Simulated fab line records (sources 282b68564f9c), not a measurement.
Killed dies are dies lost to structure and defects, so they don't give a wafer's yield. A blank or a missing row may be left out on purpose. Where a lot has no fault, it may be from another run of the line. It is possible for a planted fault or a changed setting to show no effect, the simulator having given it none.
Which tool is to blame? | flow ritCmos | 14 lots with 42 wafers sampled at 2 steps, on a route of 202 steps

== WHAT THE GAUGES READ, wafer by wafer ==
RIT_PLDD_OVL_MEAS_06. Usual: PLDD_OVL gives 0.4 nm (standard deviation 1.4).
lot  | measured    | on         | PLDD_OVL (nm)        | flag
L158 | day 2 18:19 | overlay-02 | -0.4 0.7 0.8         | 
L161 | day 3 10:41 | overlay-02 | 2.9 2.2 0.1          | 
L162 | day 3 16:29 | overlay-02 | -2.5 -1.4 -1.0       | 
L164 | day 4 00:04 | overlay-02 | -0.9 -0.1 0.1        | 
L166 | day 4 11:47 | overlay-02 | -0.1 0.7 -0.4        | 
L169 | day 5 01:18 | overlay-02 | -2.7 -0.9 -1.3       | 
L171 | day 5 12:05 | overlay-02 | 2.0 0.1 0.3          | 
L174 | day 6 03:12 | overlay-01 | -147.3 -148.1 -146.8 | OFF
L175 | day 6 08:27 | overlay-01 | -147.3 -148.6 -147.5 | OFF
L176 | day 6 15:07 | overlay-02 | -0.8 -1.7 -0.5       | 
L178 | day 7 04:55 | overlay-02 | 0.8 0.1 -0.3         | 
L179 | day 7 07:32 | overlay-02 | 1.6 0.6 0.0          | 
L180 | day 7 10:07 | overlay-01 | -2.7 -3.0 -1.4       | 
L181 | day 7 16:36 | overlay-02 | 1.0 1.4 0.3          | 

== TOOL THAT RAN EACH LOT (tool first, then ch and the chambers of the sampled wafers, then the start) ==
lot  | RIT_PLDD_EXPOSE_03
L158 | ilineStepper-01 ch 0, day 2 17:56
L161 | ilineStepper-01 ch 0, day 3 10:17
L162 | ilineStepper-02 ch 0, day 3 16:06
L164 | ilineStepper-01 ch 0, day 3 23:40
L166 | ilineStepper-02 ch 0, day 4 11:25
L169 | ilineStepper-01 ch 0, day 5 00:54
L171 | ilineStepper-01 ch 0, day 5 11:43
L174 | ilineStepper-02 ch 0, day 6 02:49
L175 | ilineStepper-02 ch 0, day 6 08:03
L176 | ilineStepper-01 ch 0, day 6 14:43
L178 | ilineStepper-01 ch 0, day 7 04:32
L179 | ilineStepper-01 ch 0, day 7 07:08
L180 | ilineStepper-01 ch 0, day 7 09:43
L181 | ilineStepper-01 ch 0, day 7 16:13
- RIT_PLDD_EXPOSE_03: exposes mask M8, target cd 40900 nm.

== WHAT THE TOOLS THEMSELVES READ (means of the sampled wafers that have a number; where no wafer has one, the mark that the record gives instead) ==
The record holds no such reading with a usual standard deviation.

== THE ANSWER, worked out from the rows above alone ==
Rule: take the mean of a lot's wafers that have a number; if it is more than 3 standard deviations from the usual mean, the lot is off. Also off: a lot with no number at a reading for which 4 or more lots have one. Where the step has rows for the other lots, those lots are counted as sound. The gauges are gone through in route order, then the tools' own readings, and for those a lot's mean is taken as printed above. The first step at which some lot is off is used, and at that step the reading that is off furthest; a lot without a number counts as furthest.
Off: L174, L175, seen at RIT_PLDD_OVL_MEAS_06 (PLDD_OVL).
If a tool, at a process step before that reading, ran all the lots that are off and no sound lot after the first of them, it fits. Gauges at RIT_PLDD_OVL_MEAS_06: tried the same way as those tools. One candidate fits, namely ilineStepper-02 at RIT_PLDD_EXPOSE_03. A fault onset in the window from L166 (day 4 11:25, its last sound lot) to L174 (day 6 02:49, its first lot off) fits.

== WHAT HAD BEEN PUT IN BY THE SIMULATOR ==
Scanner matching overlay: ilineStepper-02, from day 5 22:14 on, at RIT_PLDD_EXPOSE_03. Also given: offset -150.
Shown lots that were struck: L174, L175. This agrees with what the rule above found.
